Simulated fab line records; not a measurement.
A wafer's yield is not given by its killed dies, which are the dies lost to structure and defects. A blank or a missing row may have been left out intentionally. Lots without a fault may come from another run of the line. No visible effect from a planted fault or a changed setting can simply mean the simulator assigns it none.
Shared-tool check :: flow berkeley-cmos170 :: Sample size 14 lots and 48 wafers

REASON IT WAS OPENED
At UCB170_M1_RS_MEAS_01 the reading M1_AL_RS is flagged on 2 of 14 lots. Fault-free wafers read 0.0481 ohm/sq, with a standard deviation of 0.00062.
Rule: a lot gets a flag if all its wafers with a number sit over 4 standard deviations from that mean, or if no wafer of it has a number. The rest of the lots are taken to be sound.

lot: L645
measured: day 8 17:29
on: film-metro-04
M1_AL_RS (ohm/sq), wafer by wafer: 0.0481 0.0483 0.0486
flag: 

lot: L644
measured: day 8 17:52
on: film-metro-03
M1_AL_RS (ohm/sq), wafer by wafer: 0.0480 0.0476 0.0480
flag: 

lot: L646
measured: day 9 03:03
on: film-metro-02
M1_AL_RS (ohm/sq), wafer by wafer: 0.0479 0.0482 0.0480
flag: 

lot: L647
measured: day 9 03:35
on: film-metro-04
M1_AL_RS (ohm/sq), wafer by wafer: 0.0485 0.0477 0.0478
flag: 

lot: L648
measured: day 9 18:49
on: film-metro-03
M1_AL_RS (ohm/sq), wafer by wafer: 0.0488 0.0480 0.0486
flag: 

lot: L652
measured: day 9 19:32
on: film-metro-03
M1_AL_RS (ohm/sq), wafer by wafer: 0.0481 0.0480 0.0479
flag: 

lot: L650
measured: day 9 19:43
on: film-metro-04
M1_AL_RS (ohm/sq), wafer by wafer: 0.0483 0.0480 0.0478
flag: 

lot: L653
measured: day 10 04:22
on: film-metro-04
M1_AL_RS (ohm/sq), wafer by wafer: 0.0493 0.0481 0.0484
flag: 

lot: L656
measured: day 11 02:52
on: film-metro-03
M1_AL_RS (ohm/sq), wafer by wafer: 0.0492 0.0483 0.0489
flag: 

lot: L658
measured: day 11 23:48
on: film-metro-04
M1_AL_RS (ohm/sq), wafer by wafer: 0.0655 0.0650 0.0661 0.0656 0.0650 0.0661
flag: FLAGGED

lot: L663
measured: day 12 04:18
on: film-metro-02
M1_AL_RS (ohm/sq), wafer by wafer: 0.0474 0.0475 0.0474
flag: 

lot: L662
measured: day 12 05:11
on: film-metro-04
M1_AL_RS (ohm/sq), wafer by wafer: 0.0649 0.0663 0.0670 0.0650 0.0665 0.0670
flag: FLAGGED

lot: L666
measured: day 13 15:53
on: film-metro-04
M1_AL_RS (ohm/sq), wafer by wafer: 0.0472 0.0475 0.0470
flag: 

lot: L667
measured: day 13 16:44
on: film-metro-02
M1_AL_RS (ohm/sq), wafer by wafer: 0.0477 0.0490 0.0476
flag: 
On average the flagged lots' numbers are 0.0658 ohm/sq, which is +0.0177 ohm/sq against the usual, or +29 standard deviations.

LOT BY LOT: THE TOOL USED
The record keeps 1 process step preceding the reading, out of 331 steps on the route. Cell contents, in order: the tool; ch with the chambers the sampled wafers went through; the start.
lot: L645
flag: 
UCB170_M1_SPUTTER_00: pvd-sputter-03, day 8 17:25

lot: L644
flag: 
UCB170_M1_SPUTTER_00: pvd-sputter-02, day 8 17:47

lot: L646
flag: 
UCB170_M1_SPUTTER_00: pvd-sputter-02, day 9 02:59

lot: L647
flag: 
UCB170_M1_SPUTTER_00: pvd-sputter-04, day 9 03:31

lot: L648
flag: 
UCB170_M1_SPUTTER_00: pvd-sputter-02, day 9 18:43

lot: L652
flag: 
UCB170_M1_SPUTTER_00: pvd-sputter-03, day 9 19:29

lot: L650
flag: 
UCB170_M1_SPUTTER_00: pvd-sputter-02, day 9 19:40

lot: L653
flag: 
UCB170_M1_SPUTTER_00: pvd-sputter-04, day 10 04:17

lot: L656
flag: 
UCB170_M1_SPUTTER_00: pvd-sputter-02, day 11 02:48

lot: L658
flag: FLAGGED
UCB170_M1_SPUTTER_00: pvd-sputter-02, day 11 23:41

lot: L663
flag: 
UCB170_M1_SPUTTER_00: pvd-sputter-04, day 12 04:14

lot: L662
flag: FLAGGED
UCB170_M1_SPUTTER_00: pvd-sputter-02, day 12 05:07

lot: L666
flag: 
UCB170_M1_SPUTTER_00: pvd-sputter-03, day 13 15:47

lot: L667
flag: 
UCB170_M1_SPUTTER_00: pvd-sputter-03, day 13 16:41
What the steps here do:
- UCB170_M1_SPUTTER_00: material Al, target thk 600 nm, time 80 s.
- UCB170_M1_RS_MEAS_01: measures by four-point-probe.

FLAGGED OVER TOTAL, TOOL BY TOOL (the gauges that took the reading come last)
step: UCB170_M1_SPUTTER_00
tool: pvd-sputter-02
lots run: 7
flagged: 2
share of the flagged lots: all
sound lots run after its first flagged lot: 0

step: UCB170_M1_SPUTTER_00
tool: pvd-sputter-03
lots run: 4
flagged: 0
share of the flagged lots: none
sound lots run after its first flagged lot: -

step: UCB170_M1_SPUTTER_00
tool: pvd-sputter-04
lots run: 3
flagged: 0
share of the flagged lots: none
sound lots run after its first flagged lot: -

step: UCB170_M1_RS_MEAS_01
tool: film-metro-02
lots run: 3
flagged: 0
share of the flagged lots: none
sound lots run after its first flagged lot: -

step: UCB170_M1_RS_MEAS_01
tool: film-metro-03
lots run: 4
flagged: 0
share of the flagged lots: none
sound lots run after its first flagged lot: -

step: UCB170_M1_RS_MEAS_01
tool: film-metro-04
lots run: 7
flagged: 2
share of the flagged lots: all
sound lots run after its first flagged lot: 1 (L666)

WHAT IS ALLOWED BY THE TABLE
Rows of the table that ran all the flagged lots, 2 in number: pvd-sputter-02 at UCB170_M1_SPUTTER_00; film-metro-04 at UCB170_M1_RS_MEAS_01.
- pvd-sputter-02 at UCB170_M1_SPUTTER_00: 2 of its 7 lots flagged. It ran its last sound lot, L656, at day 11 02:48 and its first flagged lot, L658, at day 11 23:41: a fault with its onset between the two fits.
- film-metro-04 at UCB170_M1_RS_MEAS_01: 2 of its 7 lots flagged. After the first flagged lot (L666), sound lots still ran on it; a lasting fault on the whole tool would not permit that.
pvd-sputter-02 at UCB170_M1_SPUTTER_00 is the single tool remaining.

WHAT WAS PUT IN BY THE SIMULATOR
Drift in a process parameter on pvd-sputter-02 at UCB170_M1_SPUTTER_00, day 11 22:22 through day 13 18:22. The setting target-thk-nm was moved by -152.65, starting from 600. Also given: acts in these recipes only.
Struck lots among those shown: L658, L662. Same finding as the rule above.
